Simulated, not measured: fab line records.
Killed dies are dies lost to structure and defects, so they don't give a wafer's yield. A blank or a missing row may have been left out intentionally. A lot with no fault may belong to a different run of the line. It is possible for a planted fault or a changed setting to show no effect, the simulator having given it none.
One fault seen from 2 desks / flow rit_cmos / numbers are kept per desk, each desk with only its own; the story behind them comes last

## TOOL OWNER'S DESK, rie_diel-01
The tool's own readings at RIT_ACTIVE_ETCH_13 (etches Si3N4 in SF6, stops on SiO2, time 210 s, target depth 210 nm): means of the sampled wafers that have a number, for each lot that ran on this tool. A lot is out of limits, marked OUT, if its mean lies more than 4 standard deviations from the usual mean; the brackets give that distance.
Columns: A = SF6_flow_sccm at RIT_ACTIVE_ETCH_13, usual 199.9 sccm; B = drypump_motor_current_A at RIT_ACTIVE_ETCH_13, usual 5.9 A; C = oes_product_au at RIT_ACTIVE_ETCH_13, usual 0.824 a.u.; D = throttle_valve_pct at RIT_ACTIVE_ETCH_13, usual 7.47 %
lot=L532; first seen here=day 2 05:50; A=200.4; B=6.4; C=0.838; D=7.44
lot=L537; first seen here=day 3 07:17; A=200.2; B=6.4; C=0.828; D=7.45
lot=L543; first seen here=day 4 12:57; A=200.6; B=6.4; C=0.833; D=7.44
Result from this desk: across the 3 lots, nothing is out of limits.

## METROLOGY DESK
Means of the sampled wafers that have a number, per lot and without regard to the tool the lot ran on: this is what the gauges read. A lot is out of limits, marked OUT, if its mean lies more than 4 standard deviations from the usual mean; the brackets give that distance.
Columns: A = ACTIVE_OXIDE_THK at RIT_ACTIVE_THK_MEAS_02, usual 46.8 nm; B = ACTIVE_NITRIDE_THK at RIT_ACTIVE_THK_MEAS_04, usual 150.0 nm; C = cd_nm at RIT_ACTIVE_CD_MEAS_11, usual 1400.7 nm; D = cd_nm at RIT_ACTIVE_CD_MEAS_90, usual 1400.7 nm; E = FOX1_OXIDE_THK at RIT_FOX1_THK_MEAS_01, usual 347 nm; F = FOX2_OXIDE_THK at RIT_FOX2_THK_MEAS_01, usual 349 nm; G = FIELD_OXIDE_LEFT_1_THK at RIT_FOX2_THK_MEAS_90, usual 322 nm
lot=L531; first seen here=day 1 22:04; A=46.1; B=149.6; C=1404.9; D=1405.2; E=353; F=351; G=323
lot=L532; first seen here=day 2 03:04; A=46.9; B=152.1; C=1400.5; D=1400.5; E=336; F=357; G=329
lot=L537; first seen here=day 3 04:03; A=47.0; B=150.2; C=1404.6; D=1404.2; E=359; F=349; G=322
lot=L543; first seen here=day 4 10:10; A=46.2; B=149.8; C=1400.7; D=1400.1; E=346; F=349; G=322
lot=L551; first seen here=day 6 02:29; A=46.3; B=149.2; C=1400.4; D=1400.5; E=356; F=351; G=324
lot=L552; first seen here=day 6 07:13; A=47.7; B=150.0; C=1401.7; D=1401.3; E=351; F=349; G=321
Result from this desk: across the 6 lots, nothing is out of limits.

## BROUGHT TOGETHER
The desk of the tool owner found nothing out of limits.
Metrology desk: nothing out of limits seen.

## WHAT WAS PUT IN BY THE SIMULATOR
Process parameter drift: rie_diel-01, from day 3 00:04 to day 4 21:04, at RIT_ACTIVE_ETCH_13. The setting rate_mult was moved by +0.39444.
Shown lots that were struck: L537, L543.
